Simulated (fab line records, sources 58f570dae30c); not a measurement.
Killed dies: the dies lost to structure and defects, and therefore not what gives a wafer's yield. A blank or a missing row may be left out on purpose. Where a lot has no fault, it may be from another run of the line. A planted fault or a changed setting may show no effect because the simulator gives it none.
Which tool was responsible? | flow berkeleyCmos170 | Sampling: 15 lots, 45 wafers, 3 of 331 route steps

== WHAT THE GAUGES SHOWED, per wafer ==
UCB170_M2_CD_MEAS_90: the cd target is 700 nm.
lot  | measured     | on       | cdNm (nm)
L640 | day 8 08:55  | cdSem-02 | 700 699 699
L642 | day 9 00:24  | cdSem-02 | 707 707 707
L641 | day 8 23:55  | cdSem-01 | 701 698 697
L645 | day 9 10:52  | cdSem-01 | 700 703 702
L647 | day 10 00:28 | cdSem-01 | 694 696 698
L646 | day 10 00:19 | cdSem-01 | 694 693 691
L651 | day 10 11:29 | cdSem-01 | 693 696 692
L656 | day 11 21:19 | cdSem-02 | 701 703 700
L655 | day 11 22:18 | cdSem-02 | 695 696 692
L657 | day 12 13:11 | cdSem-01 | 703 696 702
L659 | day 12 20:59 | cdSem-02 | 703 698 697
L660 | day 13 06:58 | cdSem-01 | 701 703 701
L663 | day 13 21:24 | cdSem-01 | 694 697 695
L662 | day 14 00:26 | cdSem-01 | 704 698 708
L661 | day 13 22:48 | cdSem-02 | 698 698 698

UCB170_V2_THK_MEAS_04.
lot  | measured     | on           | V2_POLISHED_THK (nm)
L640 | day 8 09:40  | filmMetro-02 | 1000.1 998.4 1001.9
L642 | day 9 01:08  | filmMetro-04 | 1001.9 1001.4 1001.1
L641 | day 9 00:40  | filmMetro-01 | 999.8 997.6 1000.6
L645 | day 9 11:36  | filmMetro-04 | 1000.7 998.2 999.1
L647 | day 10 01:14 | filmMetro-02 | 1000.0 999.5 999.9
L646 | day 10 01:04 | filmMetro-01 | 998.4 1000.3 999.0
L651 | day 10 12:14 | filmMetro-04 | 998.7 999.8 998.9
L656 | day 11 22:03 | filmMetro-01 | 999.6 1000.4 1001.0
L655 | day 11 23:07 | filmMetro-04 | 999.7 1000.4 1000.6
L657 | day 12 13:57 | filmMetro-04 | 999.3 1001.3 999.3
L659 | day 12 21:44 | filmMetro-02 | 1001.6 1002.7 999.1
L660 | day 13 07:44 | filmMetro-02 | 1000.2 999.2 1001.8
L663 | day 13 22:08 | filmMetro-02 | 999.8 1002.7 1001.9
L662 | day 14 01:11 | filmMetro-02 | 999.7 1001.1 999.7
L661 | day 13 23:33 | filmMetro-01 | 996.5 999.9 998.0

== WHICH TOOL RAN EACH LOT (tool, then ch and the chambers of the sampled wafers, then the start) ==
lot  | UCB170_PLDD_STRIP_10
L640 | plasmaAsher-03 ch 0,1, day 7 02:03
L642 | plasmaAsher-03 ch 0,1, day 7 16:45
L641 | plasmaAsher-04 ch 0,1, day 7 16:50
L645 | plasmaAsher-03 ch 0,1, day 8 04:19
L647 | plasmaAsher-03 ch 0,1, day 8 18:05
L646 | plasmaAsher-03 ch 0,1, day 8 18:31
L651 | plasmaAsher-03 ch 0,1, day 9 06:35
L656 | plasmaAsher-04 ch 0,1, day 10 13:46
L655 | plasmaAsher-01 ch 0,1, day 10 13:49
L657 | plasmaAsher-04 ch 0,1, day 11 05:10
L659 | plasmaAsher-04 ch 0, day 11 14:43
L660 | plasmaAsher-01 ch 0,1, day 12 01:08
L663 | plasmaAsher-04 ch 0,1, day 12 17:09
L662 | plasmaAsher-01 ch 0,1, day 12 17:14
L661 | plasmaAsher-04 ch 0,1, day 12 17:16
- UCB170_PLDD_STRIP_10: strips in O2.

== AS READ BY THE TOOLS THEMSELVES (means over the sampled wafers that have a number; for cases with no such wafer, the mark the record gives instead) ==
UCB170_PLDD_STRIP_10.
lot  | tool           | drypumpMotorCurrentA (A) | oesProductAu (a.u.) | stripTimeToEndpointS (s)
L640 | plasmaAsher-03 | 6.0                      | 0.736               | 21.70
L642 | plasmaAsher-03 | 6.1                      | 0.732               | 21.56
L641 | plasmaAsher-04 | 5.3                      | 0.733               | 21.66
L645 | plasmaAsher-03 | 6.0                      | 0.733               | 21.58
L647 | plasmaAsher-03 | 5.9                      | 0.735               | 21.59
L646 | plasmaAsher-03 | 6.0                      | 0.737               | 21.62
L651 | plasmaAsher-03 | 6.0                      | 0.735               | 21.59
L656 | plasmaAsher-04 | 5.3                      | 0.737               | 21.55
L655 | plasmaAsher-01 | 5.4                      | 0.736               | 21.63
L657 | plasmaAsher-04 | 5.3                      | 0.735               | 21.63
L659 | plasmaAsher-04 | 5.4                      | 0.738               | 21.66
L660 | plasmaAsher-01 | 5.5                      | 0.737               | 21.63
L663 | plasmaAsher-04 | 5.3                      | 0.731               | 21.68
L662 | plasmaAsher-01 | 5.5                      | 0.735               | 21.64
L661 | plasmaAsher-04 | 5.4                      | 0.731               | 21.60

== THE ANSWER, worked out from the rows above alone ==
Rule: usual is defined by the lots themselves. The widest of any qualifying gaps counts: lots, ordered by their means at a reading, are off when they make up no more than a third of the lots, leave a main group of 4 or more, and stand apart from it by 3 or more times the standard deviation of that group's means. The tables above print the reading to a certain number of digits; a main group whose means all agree to those digits is not used. A lot without any number at a reading at which 4 lots or more have one is off too. The other lots that the step has rows for count as sound. After the gauges, taken in route order, come the tools' own readings; for these a lot's mean is taken, as printed above. At the first step where some lot is off, the reading lying furthest off is the one used; lots without a number count as furthest.
Across all readings shown, no lot is off: no conclusion can be drawn from this.

== WHAT WAS PUT IN BY THE SIMULATOR ==
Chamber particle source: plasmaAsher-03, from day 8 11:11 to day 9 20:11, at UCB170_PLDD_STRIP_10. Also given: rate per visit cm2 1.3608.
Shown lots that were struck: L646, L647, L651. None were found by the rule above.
